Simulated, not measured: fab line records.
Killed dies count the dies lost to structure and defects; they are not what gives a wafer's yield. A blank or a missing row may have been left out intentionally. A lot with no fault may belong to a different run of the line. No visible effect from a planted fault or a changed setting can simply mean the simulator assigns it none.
fab line records	flow rit-cmos
record lots=14	wafers=42	last-day=7
route steps=202 shown PWELL@47
lots with no fault: from the same line, run without faults
start-h: start of the lot's first displayed wafer, in hours after the record's first day	wait-h: how many hours have passed since the lot's step before this one	" unchanged from the row above	L1.1+2: a single row standing in for several wafers	- either no value or no given start	* or withheld: withheld	< > ~ a bound
route shown NAME@n: a module of which the file shows steps, and the number in the route of the first	usual: mean/standard deviation of fault-free wafers	same: alike in all rows	chamber/n: place in a boat	sites: each site's reading	_std_site: how widely they spread, as a standard deviation	_edge_site: outer sites' mean less inner sites'	radius-mm: for every site, how far away it sits from the centre of the wafer	mask NAME#n: copy n	behind: tool/chamber where the wafer was last shaped	hold: why the lot was held/for how many hours/how that ended	device: the n, p or np transistor that did not switch	end of line: the route-end tests of the same wafers	a step without rows: its recipe alone	killed: not the wafer's yield, but the dies lost to structure and defects at the first sort	map: dies across one wafer; x = killed, . = not, _ = none there
set.NAME: setting as actually run; set.NAME@STEP: the setting as run at that earlier step	model.NAME: the simulator's own value behind a step, which no gauge read
the route's steps for a sample of lots (tables are steps, rows are wafers)
services: from which hour (start-h, from the record's first day; less than 0 if before it) a tool's chamber was out of use, for how many hours, and why
## steps
# step RIT_PWELL_IMPLANT_08
# recipe species=B	energy-kev=170	dose-cm2=7e+13	tilt-deg=7
# usual beam-energy-keV=169.99/0.047	beam-on-s=9.98/0.21	tilt-deg=6.999/0.02
lot.wafer	tool	chamber	start-h	wait-h	beam-energy-keV	beam-on-s	tilt-deg
L387.4	implanter-04	0	24.16	0.2	169.98	10.24	7.024
L387.5	"	0	"	"	169.96	10.10	6.991
L387.6	"	0	"	"	169.92	9.85	7.015
L388.4	implanter-01	0	29.17	0.2	170.05	10.08	6.993
L388.5	"	0	"	"	169.99	10.28	7.008
L388.6	"	0	"	"	170.03	10.08	7.014
L390.2	implanter-01	0	38.82	0.2	169.94	9.41	6.997
L390.4	"	0	"	"	169.96	9.90	7.002
L390.5	"	0	"	"	169.97	9.75	7.011
L391.1	implanter-03	0	44.10	0.2	170.08	9.90	6.982
L391.2	"	0	"	"	169.98	10.06	6.967
L391.4	"	0	"	"	169.98	9.89	6.998
L392.1	implanter-03	0	49.69	0.2	170.06	10.09	6.984
L392.2	"	0	"	"	170.15	9.81	7.010
L392.4	"	0	"	"	170.12	9.99	7.010
L398.1	implanter-03	0	80.99	0.2	138.68	9.90	7.017
L398.2	"	0	"	"	138.68	10.05	7.014
L398.4	"	0	"	"	138.62	9.53	7.033
L399.3	implanter-03	0	85.69	0.2	138.63	10.26	7.001
L399.4	"	0	"	"	138.64	9.66	6.969
L399.5	"	0	"	"	138.71	9.65	7.021
L402.1	implanter-01	0	100.08	0.2	169.99	9.81	7.003
L402.2	"	0	"	"	169.99	10.52	6.979
L402.5	"	0	"	"	170.01	10.02	6.991
L403.3	implanter-04	0	104.92	0.2	169.99	10.12	6.980
L403.5	"	0	"	"	169.96	9.87	7.017
L403.6	"	0	"	"	170.04	9.93	7.004
L404.2	implanter-01	0	108.88	0.2	170.00	10.00	7.009
L404.5	"	0	"	"	169.99	9.99	7.021
L404.6	"	0	"	"	170.00	10.00	7.017
L405.3	implanter-01	0	114.77	0.2	170.02	9.75	7.004
L405.4	"	0	"	"	169.98	9.81	7.026
L405.6	"	0	"	"	169.97	9.90	7.015
L406.1	implanter-04	0	118.86	0.2	169.94	10.08	7.018
L406.2	"	0	"	"	169.92	9.89	6.966
L406.6	"	0	"	"	169.99	9.63	7.011
L408.2	implanter-01	0	129.36	0.2	170.00	9.84	7.017
L408.5	"	0	"	"	170.06	9.73	6.973
L408.6	"	0	"	"	169.96	10.01	7.000
L410.2	implanter-03	0	138.45	0.2	169.99	10.07	7.061
L410.5	"	0	"	"	170.03	9.97	7.021
L410.6	"	0	"	"	170.06	10.06	7.020
# step RIT_PWELL_TW_MEAS_10
# usual PWELL_TW=944/5.5
lot.wafer	tool	chamber	start-h	wait-h	PWELL_TW
L387.4	film-metro-04	-	24.44	0.1	934
L387.5	"	-	"	"	940
L387.6	"	-	"	"	936
L388.4	film-metro-04	-	29.45	0.1	937
L388.5	"	-	"	"	937
L388.6	"	-	"	"	944
L390.2	film-metro-04	-	39.13	0.1	943
L390.4	"	-	"	"	945
L390.5	"	-	"	"	941
L391.1	film-metro-01	-	44.42	0.1	942
L391.2	"	-	"	"	946
L391.4	"	-	"	"	945
L392.1	film-metro-04	-	50.02	0.1	941
L392.2	"	-	"	"	937
L392.4	"	-	"	"	939
L398.1	film-metro-02	-	81.31	0.1	932
L398.2	"	-	"	"	929
L398.4	"	-	"	"	932
L399.3	film-metro-04	-	85.98	0.1	928
L399.4	"	-	"	"	929
L399.5	"	-	"	"	934
L402.1	film-metro-02	-	100.41	0.1	946
L402.2	"	-	"	"	948
L402.5	"	-	"	"	943
L403.3	film-metro-01	-	105.22	0.1	943
L403.5	"	-	"	"	944
L403.6	"	-	"	"	947
L404.2	film-metro-01	-	109.19	0.1	946
L404.5	"	-	"	"	944
L404.6	"	-	"	"	942
L405.3	film-metro-01	-	115.07	0.1	955
L405.4	"	-	"	"	948
L405.6	"	-	"	"	952
L406.1	film-metro-02	-	119.19	0.1	948
L406.2	"	-	"	"	951
L406.6	"	-	"	"	947
L408.2	film-metro-04	-	129.67	0.1	935
L408.5	"	-	"	"	939
L408.6	"	-	"	"	937
L410.2	film-metro-02	-	138.76	0.1	949
L410.5	"	-	"	"	952
L410.6	"	-	"	"	950
# step RIT_WELLDRIVE_RS_MEAS_02
# recipe thk-meas-gauge=four-point-probe
# usual PWELL_RS=429.7/1.5
lot.wafer	tool	chamber	start-h	wait-h	PWELL_RS[ohm/sq]
L387.4	film-metro-02	-	29.74	0.1	430.4
L387.5	"	-	"	"	429.2
L387.6	"	-	"	"	430.8
L388.4	film-metro-02	-	35.07	0.1	431.4
L388.5	"	-	"	"	430.9
L388.6	"	-	"	"	430.4
L390.2	film-metro-01	-	45.36	0.1	427.0
L390.4	"	-	"	"	429.3
L390.5	"	-	"	"	428.5
L391.1	film-metro-02	-	50.42	0.1	430.9
L391.2	"	-	"	"	430.6
L391.4	"	-	"	"	431.2
L392.1	film-metro-04	-	55.79	0.1	428.7
L392.2	"	-	"	"	427.2
L392.4	"	-	"	"	428.1
L398.1	film-metro-04	-	87.80	0.1	438.9
L398.2	"	-	"	"	438.9
L398.4	"	-	"	"	439.5
L399.3	film-metro-04	-	92.17	0.1	437.2
L399.4	"	-	"	"	435.8
L399.5	"	-	"	"	435.9
L402.1	film-metro-02	-	106.36	0.1	429.8
L402.2	"	-	"	"	429.6
L402.5	"	-	"	"	430.1
L403.3	film-metro-01	-	111.29	0.1	428.5
L403.5	"	-	"	"	431.4
L403.6	"	-	"	"	428.6
L404.2	film-metro-01	-	114.47	0.1	431.9
L404.5	"	-	"	"	430.3
L404.6	"	-	"	"	429.7
L405.3	film-metro-04	-	120.35	0.1	428.5
L405.4	"	-	"	"	429.2
L405.6	"	-	"	"	428.3
L406.1	film-metro-04	-	124.73	0.1	429.0
L406.2	"	-	"	"	430.2
L406.6	"	-	"	"	430.2
L408.2	film-metro-04	-	134.94	0.1	431.5
L408.5	"	-	"	"	430.4
L408.6	"	-	"	"	429.7
L410.2	film-metro-04	-	145.09	0.1	429.0
L410.5	"	-	"	"	428.3
L410.6	"	-	"	"	426.7
## services
tool	chamber	start-h	hours	kind
implanter-01	-	22.80	2.8	repair
implanter-04	-	135.25	3.4	pm
## key
first-sign step=RIT_PWELL_IMPLANT_08	reading=beam-energy-keV	direction=down	sigmas=99+	usual=169.99	struck=138.66
effect step=RIT_PWELL_TW_MEAS_10	reading=PWELL_TW	direction=down	sigmas=2.5	usual=944	struck=931
effect step=RIT_WELLDRIVE_RS_MEAS_02	reading=PWELL_RS	direction=up	sigmas=5.5	usual=429.7	struck=437.7
met-at RIT_PWELL_IMPLANT_08
struck-lots L398,L399
tester-left-out L398,L399
onset-between 49.69 80.99
fault kind=process-parameter-drift	tool=implanter-03	chamber=-	onset-h=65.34	steps=RIT_PWELL_IMPLANT_08	channel=energy-kev	offset=-31.36	shape=step	end-h=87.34	acts-in=these-recipes-only	stated=170
# tester-left-out: of these lots the tester's yield and bins aren't shown, on N5 and GAA mostly nor the transistor test; their killed dies are dies lost to structure and defects alone, not to doping, threshold or leakage, so they don't give the yield
